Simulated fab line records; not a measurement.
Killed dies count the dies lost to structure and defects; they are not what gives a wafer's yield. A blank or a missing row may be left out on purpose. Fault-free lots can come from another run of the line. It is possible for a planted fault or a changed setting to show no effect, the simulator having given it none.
Struck lot and sound lot, side by side | flow berkeley cmos170 | 16 out of 331 route steps
Sound: the wafers L916.2, L916.3, L916.4. Struck: wafers L937.1, L937.2, L937.3. Last of all comes the cause.
Order at every step that has rows: each side's tool, ch and its chambers, its first start. Under that, the readings that differ: sound wafers | struck wafers | difference of the means | sigmas: that difference in standard deviations of wafers without a fault.
alike: readings with means less than 2 such deviations apart, plus words and numbers identical on both sides. not compared: withheld readings, readings lacking a value on some wafer, bounds such as >300 that could conceal the same value, and numbers that have no deviation in the record and whose values overlap.
The two part at a step that has a row with sigmas, a row that says differs or no value, or rows on one side only. Numbers that have no deviation but don't overlap get no sigmas and don't part them. A reading that every wafer of one side lacks parts them only if that side has two wafers or more.

first, 5 steps without rows for these wafers: UCB170_M1_COAT_04 (resist thk 900 nm); UCB170_M1_SOFTBAKE_05 (time 60 s); UCB170_M1_EXPOSE_06 (exposes mask METAL1, target cd 700 nm); UCB170_M1_PEB_07; UCB170_M1_DEVELOP_08 (develop time 45 s).
UCB170_M1_CD_MEAS_09 targets a cd of 700 nm.
  sound on cd sem-01 at day 8 06:07; struck on cd sem-02 at day 12 04:29
  alike: cd nm
UCB170_M1_OVL_MEAS_10:
  sound on overlay-01 at day 8 06:14; struck on overlay-01 at day 12 04:37
  alike: M1_OVL
UCB170_M1_ETCH_11: etches BARC in N2/H2.
  sound on rie diel-03 ch 0,2, day 8 06:16; struck on rie diel-03 ch 0,2,3, day 12 04:38
  alike: drypump motor current A, oes product au, throttle valve pct
UCB170_M1_METAL_ETCH_12: etches Al in Cl2/BCl3, stops on PSG, target depth 780 nm, time 130 s.
  sound on rie metal-02 ch 0,1, day 8 06:18; struck on rie metal-03 ch 0,1, day 12 04:41
  alike: drypump motor current A, oes product au, throttle valve pct
  not compared: rf hours counter h
UCB170_M1_STRIP_13: strips in O2.
  sound on plasma asher-01 ch 0,1, day 8 06:26; struck on plasma asher-02 ch 0,1, day 12 04:49
  alike: drypump motor current A, oes product au
  not compared: rf hours counter h
UCB170_M1_CD_MEAS_90 targets a cd of 700 nm.
  sound on cd sem-01 at day 8 06:33; struck on cd sem-02 at day 12 04:55
  alike: cd nm
then, 1 step without rows for these wafers: UCB170_M1_ANNEAL_14 (time 1200 s).
UCB170_V1_CVD_00: deposits SiO2 from TEOS/O2, target thk 2000 nm, time 250 s.
  sound on pecvd-01 ch 0,2, day 8 07:59; struck on pecvd-01 ch 0,1,2, day 12 07:28
  reading                             | sound          | struck         | difference | sigmas
  model.SiO2_of_V1_CVD_00.thk nm (nm) | 1985 2003 2030 | 2513 2495 2494 | +495       |
  alike: heater power w
UCB170_V1_THK_MEAS_01:
  sound on film metro-04 at day 8 08:09; struck on film metro-02 at day 12 07:51
  reading          | sound          | struck         | difference | sigmas
  V1_TEOS_THK (nm) | 1986 2005 2030 | 2514 2495 2495 | +494       | +21
  not compared: hold
UCB170_V1_CMP_02: polishes SiO2.
  sound on cmp-02 ch 0,2,3, day 8 08:12; struck on cmp-02 ch 0,1,3, day 12 09:04
  reading | sound | struck                                                                     | difference                   | sigmas
  hold    | - - - | await dispo/1.1h/release await dispo/1.1h/release await dispo/1.1h/release | no value on the sound wafers |
  alike: edge zone pressure frac, motor current A, platen rpm
UCB170_M3_PROBE_99:
  the record has rows for the struck wafers here (prober-02, day 12 19:45) and none for the sound ones

WHERE THEY PART
At UCB170_V1_THK_MEAS_01 first; at UCB170_M3_PROBE_99 last (within this record only).

WHY: what had been put in by the simulator
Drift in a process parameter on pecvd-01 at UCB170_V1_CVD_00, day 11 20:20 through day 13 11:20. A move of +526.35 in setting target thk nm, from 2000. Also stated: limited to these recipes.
